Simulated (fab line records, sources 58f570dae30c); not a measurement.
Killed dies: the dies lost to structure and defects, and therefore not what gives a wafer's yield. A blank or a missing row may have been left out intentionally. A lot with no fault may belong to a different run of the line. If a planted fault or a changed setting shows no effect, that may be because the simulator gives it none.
A single fault, viewed from 2 desks -- flow berkeley cmos170 -- what lay behind the numbers comes last; until then each desk has only its own

FOR THE TOOL OWNER'S DESK: implanter-04
The tool's own readings at UCB170_NSD_IMPLANT_08: means of the sampled wafers that have a number, for each lot that ran on this tool. A lot is out of limits, marked OUT, if its mean lies more than 4 standard deviations from the usual mean; the brackets give that distance.
Columns: A = dose ions cm2 at UCB170_NSD_IMPLANT_08, usual 3e+15; B = faraday current uA at UCB170_NSD_IMPLANT_08, usual 9259
lot,first seen here,A,B
L904,day 8 17:37,3e+15,9355
L918,day 11 08:17,3e+15 (+99 or more) OUT,10159 (+4.7) OUT
L920,day 12 05:17,3e+15 (+99 or more) OUT,10072 (+4.3) OUT
This desk's finding: out of limits on L918, L920; first on L918, day 11 08:17 (dose ions cm2 at UCB170_NSD_IMPLANT_08). L904 stayed within limits.

METROLOGY DESK
Lot by lot, what the gauges showed, no matter which tool ran the lot: averages of those sampled wafers that carry a number. A lot is out of limits, marked OUT, if its mean lies more than 4 standard deviations from the usual mean; the brackets give that distance.
Columns: A = PSD_TW at UCB170_PSD_TW_MEAS_10, usual 2376; B = cd nm at UCB170_NSD_CD_MEAS_06, usual 1200.3 nm; C = NSD_OVL at UCB170_NSD_OVL_MEAS_07, usual 0 nm; D = NSD_TW at UCB170_NSD_TW_MEAS_10, usual 4248; E = PSD_RS at UCB170_SDANNEAL_RS_MEAS_02, usual 75.56 ohm/sq; F = NSD_RS at UCB170_SDANNEAL_RS_MEAS_03, usual 37.29 ohm/sq; G = PLDD_RS at UCB170_SDANNEAL_RS_MEAS_04, usual 1031.9 ohm/sq
lot,first seen here,A,B,C,D,E,F,G
L904,day 8 15:59,2393,1202.5,-5,4181,75.70,37.29,1033.8
L903,day 8 16:11,2389,1199.6,-8,4309,75.36,37.33,1031.2
L905,day 9 05:43,2313,1200.5,2,4170,75.68,37.24,1027.7
L918,day 11 04:59,2405,1199.3,1,4336,75.31,35.69 (-22) OUT,1031.1
L920,day 12 03:58,2370,1199.8,4,4313,75.74,35.64 (-23) OUT,1032.1
L923,day 12 14:07,2368,1197.5,3,4261,75.54,37.27,1030.5
Finding of this desk: L918, L920 out of limits, first seen on L918 at day 11 09:45 (NSD_RS at UCB170_SDANNEAL_RS_MEAS_03). L904, L903, L905, L923 stayed within limits.

BROUGHT TOGETHER
The tool owner's desk had the chance to raise an alarm at day 11 08:17 on L918, L920.
An alarm was possible from the metrology desk at day 11 09:45, on L918, L920.
On implanter-04, each named lot ran UCB170_NSD_IMPLANT_08.

WHAT THE SIMULATOR PUT IN
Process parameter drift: implanter-04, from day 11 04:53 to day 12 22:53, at UCB170_NSD_IMPLANT_08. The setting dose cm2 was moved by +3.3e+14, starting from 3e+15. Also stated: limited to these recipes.
Shown lots that were struck: L918, L920.
Delay (hours) between the fault's onset and each desk's first out-of-limits reading: 3 at the tool owner's desk, 5 at the metrology desk.
